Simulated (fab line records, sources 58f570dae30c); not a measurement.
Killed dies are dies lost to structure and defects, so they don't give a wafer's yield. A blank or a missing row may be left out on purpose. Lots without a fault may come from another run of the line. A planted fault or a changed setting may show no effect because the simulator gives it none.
fab line records | flow berkeley_cmos170 | part 1 of 2: steps 1 to 26 of 35
record lots=5 wafers=15 last_day=12
route steps=331 shown START@1 ZERO@6 NWELL@14 PWELL@34
lots that met no fault: from a run of the same line without faults
start_h: hours from the record's first day to the start of the lot's first wafer shown | wait_h: hours since the lot's step before | " the same as in the row above | L1.1+2: a row that stands for several wafers | - no value, or no start given | * or withheld: withheld | < > ~ a bound
route shown NAME@n: a module of which the file shows steps, and the number in the route of the first | usual: mean/standard deviation of fault-free wafers | same: alike in all rows | chamber/n: place in a boat | sites: the reading at each site | _std_site: their standard deviation | _edge_site: outer sites' mean less inner sites' | radius_mm: how far each site lies from the wafer's centre | mask NAME#n: copy n | behind: the tool/chamber that last shaped the wafer | hold: why the lot was held/for how many hours/how that ended | device: the transistor (n, p or np) that didn't switch | end of line: the same wafers' tests at the end of the route | a step without rows: its recipe alone | killed: dies lost to structure and defects at the first sort, not the wafer's yield | map: a wafer's dies, x killed, . not, _ none there
set.NAME: the setting as run; set.NAME@STEP: as run at that earlier step | model.NAME: the simulator's own value behind a step, which no gauge read
lots at some steps of the route; a table a step, a row a wafer
services: from which hour (start_h, from the record's first day; less than 0 if before it) a tool's chamber was out of use, for how many hours, and why
## steps
# step UCB170_START_BOW_MEAS_00
# recipe mode=bow
# usual INCOMING_BOW=1/6.2
# columns lot.wafer tool chamber start_h wait_h INCOMING_BOW[um]
L075.1 film_metro-04 - 15.00 - -3
L075.3 " - " " 3
L075.6 " - " " -3
L082.2 film_metro-01 - 50.02 - -16
L082.4 " - " " 7
L082.6 " - " " 1
L084.1 film_metro-01 - 60.00 - 8
L084.2 " - " " -2
L084.4 " - " " -1
L085.1 film_metro-04 - 65.00 - 9
L085.5 " - " " 1
L085.6 " - " " -1
L090.1 film_metro-03 - 90.00 - -5
L090.3 " - " " 12
L090.6 " - " " -5
# step UCB170_START_CLEAN_01
# recipe chemistry=dHF dilution=25:1 time_s=60
# same time_s=60
# columns lot.wafer tool chamber start_h wait_h
L075.1+3+6 wet_bench-01 0 15.12 0.1
L082.2+4+6 wet_bench-03 0 50.12 0.1
L084.1+2+4 wet_bench-01 1 60.12 0.1
L085.1+5+6 wet_bench-03 2 68.99 4.0
L090.1+3+6 wet_bench-03 1 90.12 0.1
# step UCB170_START_OXIDATION_02
# recipe temp_c=950 ambient=O2 target_thk_a=200 ox_time_s=1800
# usual ox_temp_c=949.9/0.41 spike_tc_centre_C=951.9/1.1 spike_tc_load_C=975.1/2.8 tube_center_temp_C_max=952.4/0.42 zone_power_source_pct=30.8/1.8
# columns lot.wafer tool chamber start_h wait_h ox_temp_c spike_tc_centre_C spike_tc_load_C tube_center_temp_C_max zone_power_source_pct
L075.1 furnace-04 0 16.82 1.7 950.2 952.3 974.3 952.1 32.0
L075.3 " 0 " " 949.6 954.8 974.5 951.8 32.5
L075.6 " 0 " " 950.3 950.8 973.9 953.2 32.0
L082.2 furnace-04 0 53.39 3.2 949.6 952.2 973.0 952.4 32.1
L082.4 " 0 " " 950.3 951.0 974.4 952.7 31.7
L082.6 " 0 " " 949.5 950.6 974.3 952.0 32.0
L084.1 furnace-04 0 65.94 5.8 949.9 952.6 973.4 952.7 32.5
L084.2 " 0 " " 950.2 951.4 973.8 952.3 31.8
L084.4 " 0 " " 950.2 952.6 971.7 952.4 31.4
L085.1 furnace-01 0 71.07 2.1 950.4 953.1 979.7 952.4 28.2
L085.5 " 0 " " 949.6 953.1 978.8 951.9 28.2
L085.6 " 0 " " 949.9 952.3 979.7 953.4 28.5
L090.1 furnace-04 0 95.07 4.9 950.1 952.3 974.3 952.2 31.6
L090.3 " 0 " " 949.5 953.2 973.1 952.9 32.5
L090.6 " 0 " " 950.2 952.4 972.9 952.0 31.7
# step UCB170_START_THK_MEAS_03
# recipe reads=SiO2_of_START_OXIDATION_02
# usual START_OXIDE_THK=19.9/0.43
# columns lot.wafer tool chamber start_h wait_h START_OXIDE_THK[nm]
L075.1 film_metro-04 - 18.32 0.0 20.1
L075.3 " - " " 19.9
L075.6 " - " " 19.4
L082.2 film_metro-01 - 54.90 0.0 19.7
L082.4 " - " " 19.3
L082.6 " - " " 19.6
L084.1 film_metro-01 - 67.44 0.0 21.1
L084.2 " - " " 21.1
L084.4 " - " " 21.2
L085.1 film_metro-04 - 72.57 0.0 19.3
L085.5 " - " " 19.2
L085.6 " - " " 19.3
L090.1 film_metro-04 - 96.57 0.0 19.3
L090.3 " - " " 19.8
L090.6 " - " " 19.5
# step UCB170_START_ANNEAL_04
# recipe temp_c=950 time_s=1200 ambient=N2
# usual spike_tc_centre_C=952.3/1.2 spike_tc_load_C=976/3.2 tube_center_temp_C_max=952.5/0.4 zone_power_source_pct=29.7/1.5
# same time_s=1200
# columns lot.wafer tool chamber start_h wait_h spike_tc_centre_C spike_tc_load_C tube_center_temp_C_max zone_power_source_pct
L075.1 furnace-02 0 23.71 5.4 952.4 972 952.6 28.8
L075.3 " 0 " " 956.2 972 952.2 29.0
L075.6 " 0 " " 953.4 974 952.6 29.9
L082.2 furnace-01 0 57.76 2.9 952.2 978 952.1 27.9
L082.4 " 0 " " 949.1 979 952.5 28.5
L082.6 " 0 " " 952.9 979 953.2 28.1
L084.1 furnace-01 0 69.74 2.3 952.5 980 952.2 28.0
L084.2 " 0 " " 952.5 980 952.5 28.4
L084.4 " 0 " " 950.0 978 952.6 28.5
L085.1 furnace-02 0 75.79 3.2 953.7 972 952.9 29.4
L085.5 " 0 " " 952.6 972 952.5 29.9
L085.6 " 0 " " 952.5 972 952.5 29.7
L090.1 furnace-01 0 104.15 7.6 950.5 981 952.4 28.4
L090.3 " 0 " " 951.4 979 952.3 28.2
L090.6 " 0 " " 952.2 979 952.3 28.3
# step UCB170_ZERO_HMDS_00
# recipe prime_time_s=60 prime_temp_c=100
# columns lot.wafer tool chamber start_h wait_h
L075.1+3+6 litho_track-01 0 25.18 0.1
L082.2+4+6 litho_track-03 0 59.12 0.0
L084.1+2+4 litho_track-04 0 71.07 0.0
L085.1+5+6 litho_track-03 0 77.12 0.0
L090.1+3+6 litho_track-01 0 105.48 0.0
# step UCB170_ZERO_COAT_01
# recipe resist=KrF spin_rpm=1500 resist_thk_nm=900
# columns lot.wafer tool chamber start_h wait_h
L075.1+3+6 litho_track-01 0 25.33 0.1
L082.2+4+6 litho_track-03 0 59.27 0.1
L084.1+2+4 litho_track-04 0 71.22 0.1
L085.1+5+6 litho_track-03 0 77.27 0.1
L090.1+3+6 litho_track-01 0 105.63 0.1
# step UCB170_ZERO_SOFTBAKE_02
# recipe resist=KrF temp_c=130 time_s=60
# same time_s=60
# columns lot.wafer tool chamber start_h wait_h
L075.1+3+6 litho_track-01 0 25.48 0.1
L082.2+4+6 litho_track-03 0 59.42 0.1
L084.1+2+4 litho_track-04 0 71.37 0.1
L085.1+5+6 litho_track-03 0 77.42 0.1
L090.1+3+6 litho_track-01 0 105.78 0.1
# step UCB170_ZERO_EXPOSE_03
# recipe mask_id=PM_MARKS na=0.5 sigma_outer=0.6 source_shape=conventional target_cd_nm=4000 dose_mj=30
# usual stage_vel_mm_s=500.01/0.24
# columns lot.wafer tool chamber start_h wait_h mask stage_vel_mm_s
L075.1 krf_scanner-02 0 25.80 0.3 PM_MARKS#0 499.97
L075.3 " 0 " " PM_MARKS#0 499.71
L075.6 " 0 " " PM_MARKS#0 499.93
L082.2 krf_scanner-02 0 59.71 0.3 PM_MARKS#0 500.27
L082.4 " 0 " " PM_MARKS#0 500.57
L082.6 " 0 " " PM_MARKS#0 500.25
L084.1 krf_scanner-02 0 71.52 0.1 PM_MARKS#0 500.51
L084.2 " 0 " " PM_MARKS#0 499.96
L084.4 " 0 " " PM_MARKS#0 500.14
L085.1 krf_scanner-02 0 77.94 0.5 PM_MARKS#0 499.55
L085.5 " 0 " " PM_MARKS#0 500.00
L085.6 " 0 " " PM_MARKS#0 500.04
L090.1 krf_scanner-02 0 105.93 0.1 PM_MARKS#0 499.63
L090.3 " 0 " " PM_MARKS#0 499.67
L090.6 " 0 " " PM_MARKS#0 499.96
# step UCB170_ZERO_PEB_04
# recipe peb_temp_c=130 peb_time_s=withheld resist=KrF
# columns lot.wafer tool chamber start_h wait_h
L075.1+3+6 litho_track-03 0 26.25 0.4
L082.2+4+6 litho_track-04 0 60.15 0.4
L084.1+2+4 litho_track-03 0 71.64 0.1
L085.1+5+6 litho_track-04 0 78.25 0.3
L090.1+3+6 litho_track-03 0 106.05 0.1
# step UCB170_ZERO_DEVELOP_05
# recipe developer=TMAH develop_time_s=45 resist=KrF dev_temp_c=21
# columns lot.wafer tool chamber start_h wait_h
L075.1+3+6 litho_track-03 0 - -
L082.2+4+6 litho_track-04 0 - -
L084.1+2+4 litho_track-03 0 - -
L085.1+5+6 litho_track-04 0 - -
L090.1+3+6 litho_track-03 0 - -
# step UCB170_ZERO_ETCH_06
# recipe chemistry=CHF3/CF4/Ar target=SiO2 time_s=12 pressure_mtorr=100 rf_w=500 CHF3_flow_sccm=50 cf4_flow_sccm=10 Ar_flow_sccm=120 over_etch_frac=1.58
# usual drypump_motor_current_A=5.9/0.48 oes_product_au=0.618/0.0084 throttle_valve_pct=9.24/0.18
# same over_etch_frac=1.58 time_s=12
# columns lot.wafer tool chamber start_h wait_h drypump_motor_current_A oes_product_au rf_hours_counter_h throttle_valve_pct
L075.1 rie_diel-03 1 26.53 - 6.1 0.615 68 9.32
L075.3 " 3 " " 5.5 0.639 158 9.20
L075.6 " 2 " " 6.4 0.630 - 9.22
L082.2 rie_diel-04 0 60.40 - 5.9 0.616 58 9.47
L082.4 " 1 " " 6.1 0.616 94 9.07
L082.6 " 0 " " 5.9 0.626 - 9.46
L084.1 rie_diel-04 2 71.92 - 6.7 0.604 150 9.33
L084.2 " 0 " " 5.9 0.617 59 9.46
L084.4 " 1 " " 6.0 0.622 94 9.06
L085.1 rie_diel-01 2 78.53 - 5.4 0.614 76 8.97
L085.5 " 2 " " 5.4 0.614 - 8.96
L085.6 " 1 " " 5.5 0.629 - 9.10
L090.1 rie_diel-01 3 106.32 - 6.3 0.612 54 9.32
L090.3 " 1 " " 5.5 0.626 39 9.07
L090.6 " 0 " " 6.4 0.607 - 9.06
# step UCB170_ZERO_STRIP_07
# recipe chemistry=O2 power_w=400 pressure_mtorr=3500 platen_temp_c=withheld o2_flow_sccm=400 overash_fraction=0.5
# usual drypump_motor_current_A=5.7/0.53 oes_product_au=0.727/0.0041 strip_time_to_endpoint_s=21.49/0.056
# same overash_fraction=0.5
# columns lot.wafer tool chamber start_h wait_h drypump_motor_current_A oes_product_au rf_hours_counter_h strip_time_to_endpoint_s
L075.1 plasma_asher-04 1 26.55 0.0 5.3 0.720 28 21.52
L075.3 " 1 " " 5.3 0.727 - 21.53
L075.6 " 0 " " 6.1 0.725 - 21.53
L082.2 plasma_asher-02 1 60.42 0.0 5.9 0.729 27 21.50
L082.4 " 0 " " 4.9 0.730 - 21.51
L082.6 " 0 " " 4.9 0.727 - 21.53
L084.1 plasma_asher-01 0 71.94 0.0 5.7 0.729 33 21.47
L084.2 " 1 " " 6.4 0.726 33 21.50
L084.4 " 0 " " 5.7 0.723 - 21.49
L085.1 plasma_asher-02 1 78.55 0.0 5.9 0.727 29 21.42
L085.5 " 0 " " 4.9 0.727 - 21.43
L085.6 " 1 " " 5.9 0.719 - 21.43
L090.1 plasma_asher-04 1 106.35 0.0 5.3 0.736 37 21.47
L090.3 " 1 " " 5.3 0.733 - 21.46
L090.6 " 1 " " 5.3 0.727 - 21.41
# step UCB170_NWELL_WET_ETCH_00
# recipe chemistry=dHF dilution=25:1 target=SiO2 temp_c=25 time_s=200
# usual temp_c=25.01/0.1
# same time_s=200
# columns lot.wafer tool chamber start_h wait_h temp_c
L075.1 wet_bench-04 3 26.65 0.1 24.80
L075.3 " 3 " " 24.97
L075.6 " 3 " " 25.14
L082.2 wet_bench-02 1 60.87 0.4 24.89
L082.4 " 1 " " 25.03
L082.6 " 1 " " 24.79
L084.1 wet_bench-02 3 72.04 0.1 25.16
L084.2 " 3 " " 25.11
L084.4 " 3 " " 25.13
L085.1 wet_bench-04 2 80.11 1.5 24.98
L085.5 " 2 " " 24.94
L085.6 " 2 " " 24.92
L090.1 wet_bench-02 1 107.37 1.0 25.03
L090.3 " 1 " " 25.09
L090.6 " 1 " " 25.11
# step UCB170_NWELL_OXIDATION_01
# recipe temp_c=1000 ambient=O2 target_thk_a=264 ox_time_s=1260
# usual ox_temp_c=1000.1/0.43 spike_tc_centre_C=1001.8/1.3 spike_tc_load_C=1027/3.1 tube_center_temp_C_max=1002.5/0.43 zone_power_source_pct=33.1/1.7
# columns lot.wafer tool chamber start_h wait_h ox_temp_c spike_tc_centre_C spike_tc_load_C tube_center_temp_C_max zone_power_source_pct
L075.1 furnace-01 0 29.86 3.1 1000.5 999.2 1028 1002.5 31.4
L075.3 " 0 " " 999.9 999.1 1033 1001.8 31.4
L075.6 " 0 " " 999.9 1000.3 1031 1002.1 32.2
L082.2 furnace-02 0 67.01 6.1 1000.2 1003.5 1024 1003.0 33.2
L082.4 " 0 " " 1000.6 1004.0 1023 1002.7 32.9
L082.6 " 0 " " 1000.2 1003.4 1023 1002.7 33.0
L084.1 furnace-04 0 72.79 0.7 1000.4 1001.5 1023 1002.4 36.0
L084.2 " 0 " " 1000.1 1002.4 1024 1002.2 36.0
L084.4 " 0 " " 999.9 1001.7 1023 1002.5 36.0
L085.1 furnace-01 0 85.18 5.0 1000.6 1001.5 1030 1001.9 31.2
L085.5 " 0 " " 1000.2 999.3 1030 1002.7 31.8
L085.6 " 0 " " 1000.0 998.1 1031 1003.0 32.0
L090.1 furnace-02 0 110.82 3.4 1000.5 1002.6 1024 1001.9 33.1
L090.3 " 0 " " 1000.5 1002.8 1022 1002.2 32.4
L090.6 " 0 " " 1000.5 1002.7 1025 1002.1 32.9
# step UCB170_NWELL_THK_MEAS_02
# recipe reads=SiO2_of_NWELL_OXIDATION_01
# usual NWELL_OXIDE_THK=26.3/0.39
# columns lot.wafer tool chamber start_h wait_h NWELL_OXIDE_THK[nm]
L075.1 film_metro-04 - 31.21 0.0 27.3
L075.3 " - " " 26.8
L075.6 " - " " 26.8
L082.2 film_metro-01 - 68.37 0.0 26.3
L082.4 " - " " 26.1
L082.6 " - " " 25.9
L084.1 film_metro-01 - 74.14 0.0 27.2
L084.2 " - " " 26.6
L084.4 " - " " 27.1
L085.1 film_metro-01 - 86.53 0.0 26.1
L085.5 " - " " 26.1
L085.6 " - " " 26.1
L090.1 film_metro-04 - 112.17 0.0 26.5
L090.3 " - " " 26.6
L090.6 " - " " 26.6
# step UCB170_NWELL_ANNEAL_03
# recipe temp_c=1000 time_s=900 ambient=N2
# usual spike_tc_centre_C=1002.2/1.3 spike_tc_load_C=1025.6/3 tube_center_temp_C_max=1002.6/0.45 zone_power_source_pct=33.7/1.9
# same time_s=900
# columns lot.wafer tool chamber start_h wait_h spike_tc_centre_C spike_tc_load_C tube_center_temp_C_max zone_power_source_pct
L075.1 furnace-02 0 35.54 4.3 1004.2 1022.8 1002.4 32.9
L075.3 " 0 " " 1005.6 1021.7 1002.7 32.7
L075.6 " 0 " " 1004.5 1021.8 1002.5 33.5
L082.2 furnace-02 0 69.86 1.5 1003.1 1023.9 1003.4 33.3
L082.4 " 0 " " 1002.2 1023.6 1002.6 32.4
L082.6 " 0 " " 1002.9 1023.6 1001.9 32.9
L084.1 furnace-02 0 77.12 3.0 1002.7 1023.4 1003.2 32.8
L084.2 " 0 " " 1004.1 1024.0 1002.9 33.0
L084.4 " 0 " " 1004.9 1023.4 1003.1 33.4
L085.1 furnace-04 0 91.07 4.5 1001.5 1024.4 1002.9 36.1
L085.5 " 0 " " 1004.6 1020.4 1002.7 36.2
L085.6 " 0 " " 1001.6 1024.0 1002.8 35.9
L090.1 furnace-01 0 121.70 9.5 1001.1 1029.5 1001.9 32.0
L090.3 " 0 " " 999.5 1030.4 1002.2 31.9
L090.6 " 0 " " 1002.9 1028.6 1002.8 32.3
# step UCB170_NWELL_CVD_04
# recipe material=Si3N4 target_thk_nm=224 temp_c=800 precursor=SiH2Cl2/NH3 time_s=3360 pressure_mtorr=200 sih2cl2_flow_sccm=25 nh3_flow_sccm=75
# usual spike_tc_centre_C=802.6/1.6 spike_tc_load_C=822.9/1.7 zone_power_source_pct=18.3/2.1
# same time_s=3360
# columns lot.wafer tool chamber start_h wait_h spike_tc_centre_C spike_tc_load_C zone_power_source_pct
L075.1 lpcvd-01 0 36.79 0.0 802.8 822.0 20.4
L075.3 " 0 " " 805.1 821.5 19.6
L075.6 " 0 " " 806.0 822.4 20.0
L082.2 lpcvd-02 1 71.26 0.1 801.6 819.9 18.9
L082.4 " 1 " " 800.9 823.4 18.8
L082.6 " 1 " " 798.3 820.6 19.1
L084.1 lpcvd-01 0 78.37 0.0 803.6 822.9 20.1
L084.2 " 0 " " 803.5 822.2 20.0
L084.4 " 0 " " 803.1 819.9 20.0
L085.1 lpcvd-01 1 92.32 0.0 802.7 823.5 16.0
L085.5 " 1 " " 802.4 824.2 16.2
L085.6 " 1 " " 800.3 823.1 16.0
L090.1 lpcvd-01 1 122.95 0.0 803.3 824.5 16.1
L090.3 " 1 " " 802.2 822.6 16.1
L090.6 " 1 " " 803.3 824.1 16.1
# step UCB170_NWELL_THK_MEAS_05
# recipe reads=Si3N4_of_NWELL_CVD_04
# usual NWELL_NITRIDE_THK=224.3/2
# columns lot.wafer tool chamber start_h wait_h NWELL_NITRIDE_THK[nm]
L075.1 film_metro-01 - 38.72 0.0 223.4
L075.3 " - " " 222.9
L075.6 " - " " 224.0
L082.2 film_metro-02 - 73.20 0.0 225.7
L082.4 " - " " 226.0
L082.6 " - " " 225.0
L084.1 film_metro-01 - 80.31 0.0 227.8
L084.2 " - " " 228.3
L084.4 " - " " 226.8
L085.1 film_metro-01 - 94.25 0.0 219.8
L085.5 " - " " 223.7
L085.6 " - " " 219.8
L090.1 film_metro-02 - 124.88 0.0 226.4
L090.3 " - " " 225.7
L090.6 " - " " 227.1
# step UCB170_NWELL_HMDS_06
# recipe prime_time_s=60 prime_temp_c=100
# columns lot.wafer tool chamber start_h wait_h
L075.1+3+6 litho_track-03 0 38.78 0.1
L082.2+4+6 litho_track-01 0 73.72 0.5
L084.1+2+4 litho_track-03 0 80.37 0.1
L085.1+5+6 litho_track-02 0 94.37 0.1
L090.1+3+6 litho_track-03 0 124.94 0.1
# step UCB170_NWELL_COAT_07
# recipe resist=KrF spin_rpm=1500 resist_thk_nm=900
# columns lot.wafer tool chamber start_h wait_h
L075.1+3+6 litho_track-03 0 38.93 0.1
L082.2+4+6 litho_track-01 0 73.87 0.1
L084.1+2+4 litho_track-03 0 80.52 0.1
L085.1+5+6 litho_track-02 0 94.52 0.1
L090.1+3+6 litho_track-03 0 125.09 0.1
# step UCB170_NWELL_SOFTBAKE_08
# recipe resist=KrF temp_c=130 time_s=60
# same time_s=60
# columns lot.wafer tool chamber start_h wait_h
L075.1+3+6 litho_track-03 0 39.08 0.1
L082.2+4+6 litho_track-01 0 74.02 0.1
L084.1+2+4 litho_track-03 0 80.67 0.1
L085.1+5+6 litho_track-02 0 94.67 0.1
L090.1+3+6 litho_track-03 0 125.24 0.1
# step UCB170_NWELL_EXPOSE_09
# recipe mask_id=NWELL target_cd_nm=3000 na=0.5 sigma_outer=0.6 source_shape=conventional dose_mj=25
# usual stage_vel_mm_s=499.94/0.26
# columns lot.wafer tool chamber start_h wait_h mask stage_vel_mm_s
L075.1 krf_scanner-02 0 39.69 0.6 NWELL#0 500.00
L075.3 " 0 " " NWELL#0 500.29
L075.6 " 0 " " NWELL#0 500.21
L082.2 krf_scanner-02 0 74.17 0.1 NWELL#0 499.90
L082.4 " 0 " " NWELL#0 499.68
L082.6 " 0 " " NWELL#0 500.20
L084.1 krf_scanner-01 0 80.94 0.2 NWELL#0 500.23
L084.2 " 0 " " NWELL#0 499.92
L084.4 " 0 " " NWELL#0 499.85
L085.1 krf_scanner-01 0 95.00 0.3 NWELL#0 500.05
L085.5 " 0 " " NWELL#0 499.92
L085.6 " 0 " " NWELL#0 500.06
L090.1 krf_scanner-01 0 125.52 0.2 NWELL#0 499.89
L090.3 " 0 " " NWELL#0 499.87
L090.6 " 0 " " NWELL#0 500.04
# step UCB170_NWELL_PEB_10
# recipe peb_temp_c=130 peb_time_s=withheld resist=KrF
# columns lot.wafer tool chamber start_h wait_h
L075.1+3+6 litho_track-02 0 40.57 0.9
L082.2+4+6 litho_track-03 0 74.33 0.1
L084.1+2+4 litho_track-02 0 81.06 0.1
L085.1+5+6 litho_track-02 0 95.15 0.1
L090.1+3+6 litho_track-01 0 125.63 0.1
# step UCB170_NWELL_DEVELOP_11
# recipe developer=TMAH develop_time_s=45 resist=KrF dev_temp_c=21
# columns lot.wafer tool chamber start_h wait_h
L075.1+3+6 litho_track-02 0 - -
L082.2+4+6 litho_track-03 0 - -
L084.1+2+4 litho_track-02 0 - -
L085.1+5+6 litho_track-02 0 - -
L090.1+3+6 litho_track-01 0 - -
# step UCB170_NWELL_OVL_MEAS_12
# usual NWELL_OVL=2/5.6
# columns lot.wafer tool chamber start_h wait_h NWELL_OVL[nm]
L075.1 overlay-02 - 40.84 - -3
L075.3 " - " " 2
L075.6 " - " " -2
L082.2 overlay-01 - 74.58 - -5
L082.4 " - " " -8
L082.6 " - " " -2
L084.1 overlay-02 - 81.33 - 4
L084.2 " - " " -5
L084.4 " - " " 4
L085.1 overlay-02 - 95.43 - 7
L085.5 " - " " 8
L085.6 " - " " 17
L090.1 overlay-01 - 125.91 - 3
L090.3 " - " " 1
L090.6 " - " " 9
